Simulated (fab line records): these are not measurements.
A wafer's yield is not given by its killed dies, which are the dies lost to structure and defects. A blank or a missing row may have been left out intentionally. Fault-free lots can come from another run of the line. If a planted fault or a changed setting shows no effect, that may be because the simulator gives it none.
Split-lot study    flow rit-cmos    23 wafers read across 5 lots, on a route 202 steps long

ON THE SPLIT
At RIT_M1_SPUTTER_00 (material Al, target thk 400 nm, time 500 s), the setting power-w was moved away from the recipe's 2000 W on 7 of the 23 wafers read, by -3.8% to +11.3%. The other wafers ran this setting at the recipe's value.

FROM THE SPLIT TO THE READING: what the file shows between them, 1 step
- RIT_M1_RS_MEAS_01: measures by four-point-probe

THE READING
M1_AL_THK, in nm, at RIT_M1_THK_MEAS_02 (measures by xrf). Fault-free wafers of this fab line usually give 404 nm, standard deviation 5.6 nm.

wafer   tool, chamber at the split  power-w as run, W  against the recipe  M1_AL_THK, nm  against lot-mates on the recipe
L074.2  pvd-sputter-02, -           2226               +11.3%              439            +38
L074.3  pvd-sputter-02, -           2000               recipe              407            -
L074.4  pvd-sputter-02, -           2000               recipe              402            -
L074.5  pvd-sputter-02, -           2226               +11.3%              448            +47
L074.6  pvd-sputter-02, -           2000               recipe              395            -
L075.2  pvd-sputter-03, -           2000               recipe              396            -
L075.3  pvd-sputter-03, -           2190               +9.5%               434            +37
L075.4  pvd-sputter-03, -           2190               +9.5%               428            +31
L075.5  pvd-sputter-03, -           2000               recipe              398            -
L075.6  pvd-sputter-03, -           2190               +9.5%               435            +38
L080.1  pvd-sputter-02, -           2000               recipe              411            -
L080.3  pvd-sputter-02, -           2000               recipe              404            -
L080.4  pvd-sputter-02, -           2000               recipe              397            -
L080.5  pvd-sputter-02, -           2000               recipe              399            -
L080.6  pvd-sputter-02, -           2000               recipe              408            -
L081.1  pvd-sputter-03, -           2000               recipe              406            -
L081.3  pvd-sputter-03, -           2000               recipe              406            -
L081.6  pvd-sputter-03, -           2000               recipe              403            -
L083.1  pvd-sputter-03, -           2000               recipe              406            -
L083.3  pvd-sputter-03, -           1924               -3.8%               388            -19
L083.4  pvd-sputter-03, -           2000               recipe              405            -
L083.5  pvd-sputter-03, -           1924               -3.8%               392            -15
L083.6  pvd-sputter-03, -           2000               recipe              411            -

THE FIT
A straight line over all 23 wafers: M1_AL_THK changes by +3.32 nm for each +1% of power-w; r = +0.96; the points scatter about the line by 4.9 nm.
The same after taking each lot's own level away (the mean of its wafers on the recipe; 23 wafers): +3.8 nm for each +1%; r = +0.98; scatter 4 nm.
Per that fit: largest power-w move, reading shift of 43 nm.
Across the lots, their own levels run from 397.0 to 407.3 nm, a range of 1.8 times the standard deviation given above.
Hence the slope depends on the lot-to-lot level, as the two fits are not the same.
Check: for one of the wafers moved furthest among these (+11.3%), held out of the fit, the line's prediction against its lot-mates is +44 nm. Against them it came out at +37.7 nm.

THESE WAFERS: OTHER SPLITS
Note: prior to the reading, these wafers also went through further splits. Each is held against what the fit with the lots' levels taken away leaves over:
other split on the same wafers    wafers away from the commonest value  r with M1_AL_THK (lot level and that fit taken away)
RIT_SPACER_CVD_03 pressure-mtorr  15                                    -0.02
RIT_SPACER_ETCHBACK_05 time-s     11                                    +0.20
RIT_SILICIDE_SPUTTER_01 power-w   7                                     -0.02

THE WHOLE CHAIN: every reading that the file lists as answering this split, in the file's order
step                what it does                                reading                                                                      change (the file's fit)                r (the file's)
RIT_M1_SPUTTER_00   material Al, target thk 400 nm, time 500 s  Al_of_M1_SPUTTER_00.thk-nm (the simulator's own value, which no gauge read)  +3.88 nm for each +1% of the setting   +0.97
RIT_M1_RS_MEAS_01   measures by four-point-probe                M1_AL_RS                                                                     -0.000659 for each +1% of the setting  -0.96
RIT_M1_THK_MEAS_02  measures by xrf                             M1_AL_THK                                                                    +3.77 for each +1% of the setting      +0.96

THE FILE'S OWN FIT
M1_AL_THK changes by +3.77 nm for each +1% of power-w, r = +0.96.
